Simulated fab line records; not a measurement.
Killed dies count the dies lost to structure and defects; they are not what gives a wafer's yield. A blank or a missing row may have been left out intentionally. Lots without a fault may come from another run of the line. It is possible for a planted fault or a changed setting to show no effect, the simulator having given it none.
fab line records ; flow berkeley-cmos170
record: lots: 11; wafers: 33; last-day: 13
route steps=331 shown V2@292
lots that met no fault: taken from a fault-free run of the same line
start-h: start of the lot's first displayed wafer, in hours after the record's first day ; wait-h: hours from the lot's prior step to this one ; " unchanged from the row above ; L1.1+2: a row that stands for several wafers ; - either no value or no given start ; * or withheld: withheld ; < > ~ a bound
route shown NAME@n: a module of which the file shows steps, and the number in the route of the first ; usual: mean/standard deviation taken from wafers without a fault ; same: alike in all rows ; chamber/n: place in a boat ; sites: per-site readings ; _std_site: the standard deviation of these ; _edge_site: outer sites' mean less inner sites' ; radius-mm: how far each site lies from the wafer's centre ; mask NAME#n: copy n ; behind: the last tool/chamber to shape the wafer ; hold: cause of the lot's hold/its duration in hours/its outcome ; device: which transistor (n, p or np) failed to switch ; end of line: at the end of the route, the tests of the same wafers ; a step with no rows: only its recipe ; killed: dies lost to structure and defects at the first sort, not the wafer's yield ; map: dies across one wafer; x = killed, . = not, _ = none there
set.NAME: the setting the step ran with; set.NAME@STEP: the setting that earlier step ran with ; model.NAME: the simulator's own value behind a step, which no gauge read
route steps across a sampled set of lots; one table per step, one row per wafer
services: a tool's chamber out of use, with start hour (start-h, from the record's first day; less than 0 if before it), hours out, and reason
== steps ==
step: UCB170_V2_CVD_00
recipe: material: SiO2; target-thk-nm: 2000; temp-c: 390; precursor: TEOS/O2; time-s: 250; rf-w: 550; pressure-mtorr: 9000
usual: heater-power-w: 236/60
lot.wafer;tool;chamber;start-h;wait-h;heater-power-w;since-wet-clean-h
L211.1;pecvd-04;0;187.23;0.1;267;266
L211.2;pecvd-04;2;187.23;0.1;244;266
L211.4;pecvd-04;1;187.23;0.1;249;-
L212.1;pecvd-04;0;189.89;0.1;212;268
L212.3;pecvd-04;2;189.89;0.1;257;268
L212.5;pecvd-04;1;189.89;0.1;341;-
L213.3;pecvd-01;0;193.39;0.1;190;44
L213.4;pecvd-01;0;193.39;0.1;242;-
L213.6;pecvd-01;2;193.39;0.1;291;-
L214.1;pecvd-02;2;196.46;0.1;273;382
L214.3;pecvd-02;0;196.46;0.1;245;382
L214.5;pecvd-02;0;196.46;0.1;190;-
L224.1;pecvd-04;2;254.03;0.1;250;333
L224.3;pecvd-04;0;254.03;0.1;293;333
L224.5;pecvd-04;1;254.03;0.1;253;-
L226.1;pecvd-04;1;273.50;0.1;344;352
L226.2;pecvd-04;0;273.50;0.1;281;352
L226.3;pecvd-04;2;273.50;0.1;206;352
L230.1;pecvd-01;1;288.60;0.1;162;139
L230.2;pecvd-01;0;288.60;0.1;204;139
L230.3;pecvd-01;2;288.60;0.1;256;139
L228.1;pecvd-02;0;294.47;0.1;215;38
L228.3;pecvd-02;2;294.47;0.1;311;38
L228.4;pecvd-02;0;294.47;0.1;173;-
L229.1;pecvd-01;2;294.97;0.1;275;146
L229.3;pecvd-01;1;294.97;0.1;173;146
L229.5;pecvd-01;0;294.97;0.1;235;-
L232.1;pecvd-02;2;295.67;0.1;283;39
L232.2;pecvd-02;1;295.67;0.1;315;39
L232.5;pecvd-02;1;295.67;0.1;231;-
L234.1;pecvd-02;0;304.10;0.1;207;48
L234.3;pecvd-02;1;304.10;0.1;331;48
L234.5;pecvd-02;0;304.10;0.1;262;-
step: UCB170_V2_THK_MEAS_01
recipe: reads: SiO2_of_V2_CVD_00
usual: V2_TEOS_THK: 2003/21
lot.wafer;tool;chamber;start-h;wait-h;V2_TEOS_THK[nm]
L211.1;film-metro-01;-;187.39;0.1;2015
L211.2;film-metro-01;-;187.39;0.1;1997
L211.4;film-metro-01;-;187.39;0.1;2026
L212.1;film-metro-01;-;190.05;0.1;2002
L212.3;film-metro-01;-;190.05;0.1;1997
L212.5;film-metro-01;-;190.05;0.1;2023
L213.3;film-metro-04;-;193.57;0.1;1979
L213.4;film-metro-04;-;193.57;0.1;1988
L213.6;film-metro-04;-;193.57;0.1;2010
L214.1;film-metro-04;-;196.61;0.1;1985
L214.3;film-metro-04;-;196.61;0.1;1983
L214.5;film-metro-04;-;196.61;0.1;2027
L224.1;film-metro-01;-;254.19;0.1;1948
L224.3;film-metro-01;-;254.19;0.1;1902
L224.5;film-metro-01;-;254.19;0.1;1943
L226.1;film-metro-04;-;273.65;0.1;1930
L226.2;film-metro-04;-;273.65;0.1;1949
L226.3;film-metro-04;-;273.65;0.1;1931
L230.1;film-metro-03;-;288.75;0.1;2005
L230.2;film-metro-03;-;288.75;0.1;2002
L230.3;film-metro-03;-;288.75;0.1;2007
L228.1;film-metro-01;-;294.63;0.1;1994
L228.3;film-metro-01;-;294.63;0.1;1988
L228.4;film-metro-01;-;294.63;0.1;2026
L229.1;film-metro-03;-;295.12;0.1;2003
L229.3;film-metro-03;-;295.12;0.1;1991
L229.5;film-metro-03;-;295.12;0.1;2017
L232.1;film-metro-01;-;295.82;0.1;1972
L232.2;film-metro-01;-;295.82;0.1;1971
L232.5;film-metro-01;-;295.82;0.1;1988
L234.1;film-metro-03;-;304.26;0.1;1997
L234.3;film-metro-03;-;304.26;0.1;1979
L234.5;film-metro-03;-;304.26;0.1;2034
step: UCB170_V2_THK_MEAS_04
recipe: reads: SiO2_of_V2_CVD_00
usual: V2_POLISHED_THK: 1000.0/1.1
lot.wafer;tool;chamber;start-h;wait-h;V2_POLISHED_THK[nm]
L211.1;film-metro-03;-;187.87;0.1;1001.0
L211.2;film-metro-03;-;187.87;0.1;1003.4
L211.4;film-metro-03;-;187.87;0.1;1001.9
L212.1;film-metro-04;-;190.53;0.1;998.9
L212.3;film-metro-04;-;190.53;0.1;997.8
L212.5;film-metro-04;-;190.53;0.1;999.0
L213.3;film-metro-04;-;194.05;0.1;1001.7
L213.4;film-metro-04;-;194.05;0.1;1000.1
L213.6;film-metro-04;-;194.05;0.1;998.9
L214.1;film-metro-03;-;197.09;0.1;1000.6
L214.3;film-metro-03;-;197.09;0.1;1001.5
L214.5;film-metro-03;-;197.09;0.1;1000.7
L224.1;film-metro-03;-;254.67;0.1;935.2
L224.3;film-metro-03;-;254.67;0.1;934.9
L224.5;film-metro-03;-;254.67;0.1;935.2
L226.1;film-metro-03;-;274.13;0.1;934.8
L226.2;film-metro-03;-;274.13;0.1;936.2
L226.3;film-metro-03;-;274.13;0.1;938.0
L230.1;film-metro-01;-;289.23;0.1;999.9
L230.2;film-metro-01;-;289.23;0.1;1000.1
L230.3;film-metro-01;-;289.23;0.1;1000.5
L228.1;film-metro-04;-;295.11;0.1;1000.4
L228.3;film-metro-04;-;295.11;0.1;999.3
L228.4;film-metro-04;-;295.11;0.1;998.1
L229.1;film-metro-04;-;295.60;0.1;999.2
L229.3;film-metro-04;-;295.60;0.1;1001.0
L229.5;film-metro-04;-;295.60;0.1;1001.1
L232.1;film-metro-04;-;296.30;0.1;1000.2
L232.2;film-metro-04;-;296.30;0.1;999.7
L232.5;film-metro-04;-;296.30;0.1;1000.5
L234.1;film-metro-04;-;304.75;0.1;999.9
L234.3;film-metro-04;-;304.75;0.1;999.3
L234.5;film-metro-04;-;304.75;0.1;998.4
== services ==
tool;chamber;start-h;hours;kind
pecvd-04;-;187.57;1.7;repair
pecvd-02;1;211.27;5.0;repair
pecvd-02;-;242.50;14.0;pm
pecvd-02;0;242.50;14.0;vent-cycle
pecvd-02;1;242.50;14.0;vent-cycle
pecvd-02;2;242.50;14.0;vent-cycle
pecvd-04;2;242.88;8.4;repair
pecvd-02;0;256.50;-;clean
pecvd-02;1;256.50;-;clean
pecvd-02;2;256.50;-;clean
pecvd-04;0;291.77;20.4;repair
== key ==
first-sign: step: UCB170_V2_THK_MEAS_01; reading: V2_TEOS_THK; direction: down; sigmas: 3.3; usual: 2003; struck: 1934
effect: step: UCB170_V2_THK_MEAS_04; reading: V2_POLISHED_THK; direction: down; sigmas: 59; usual: 1000.0; struck: 935.7
met-at UCB170_V2_CVD_00
struck-lots L224,L226
onset-between 189.89 254.03
fault: kind: site-profile-drift; tool: pecvd-04; chamber: -; onset-h: 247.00; steps: UCB170_V2_CVD_00; basis: fraction; max-abs-drift: 0.071825; slope-share-per-hr: 35.913; site-pattern: 0,0,0,0,0,-1,-1,-1,-1
